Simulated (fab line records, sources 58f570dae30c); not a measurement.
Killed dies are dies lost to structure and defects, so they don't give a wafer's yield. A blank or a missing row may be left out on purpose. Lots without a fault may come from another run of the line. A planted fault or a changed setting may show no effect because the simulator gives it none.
Which tool did it? | flow berkeley_cmos170 | 7 lots, 21 wafers sampled, at 2 steps of a route of 331

WHAT THE GAUGES READ, wafer by wafer
UCB170_PWELL_OVL_MEAS_13.
lot  | measured    | on         | PWELL_OVL (nm)
L703 | day 3 13:29 | overlay-02 | 3 7 7
L706 | day 4 04:45 | overlay-01 | 2 7 6
L710 | day 4 23:44 | overlay-02 | 7 8 2
L712 | day 5 11:57 | overlay-02 | 14 9 13
L715 | day 6 06:55 | overlay-01 | -5 -4 -5
L720 | day 6 18:55 | overlay-01 | -6 0 -6
L725 | day 7 22:10 | overlay-01 | 6 -2 2

WHICH TOOL RAN EACH LOT (tool, then ch and the chambers of the sampled wafers, then the start)
lot  | UCB170_NWELL_ETCH_13
L703 | rie_diel-04 ch 2,3, day 2 13:40
L706 | rie_diel-04 ch 0,1,2, day 3 12:16
L710 | rie_diel-03 ch 0,2,3, day 4 03:37
L712 | rie_diel-03 ch 0,1,2, day 4 17:38
L715 | rie_diel-02 ch 1,3, day 5 09:24
L720 | rie_diel-02 ch 2,3, day 6 02:41
L725 | rie_diel-03 ch 0,3, day 7 04:22
- UCB170_NWELL_ETCH_13: etches Si3N4 in CH3F/Ar/O2, stops on SiO2, target depth 246.4 nm, time 154 s.

THE ANSWER, worked out from the rows above alone
Rule: what is usual is taken from the lots themselves. Put in order of their means at a reading, lots are off if they are a third of the lots or fewer, leave a main group of 4 or more, and stand apart from it by a gap of 3 or more times the standard deviation of the main group's means; of several such gaps the widest counts. A main group whose means are all the same, to the digits that the tables above print for the reading, isn't used. A lot without any number at a reading at which 4 lots or more have one is off too. The other lots that the step has rows for count as sound.
No lot is off at any reading shown: from this, nothing can be told.

WHAT THE SIMULATOR HAD PUT IN
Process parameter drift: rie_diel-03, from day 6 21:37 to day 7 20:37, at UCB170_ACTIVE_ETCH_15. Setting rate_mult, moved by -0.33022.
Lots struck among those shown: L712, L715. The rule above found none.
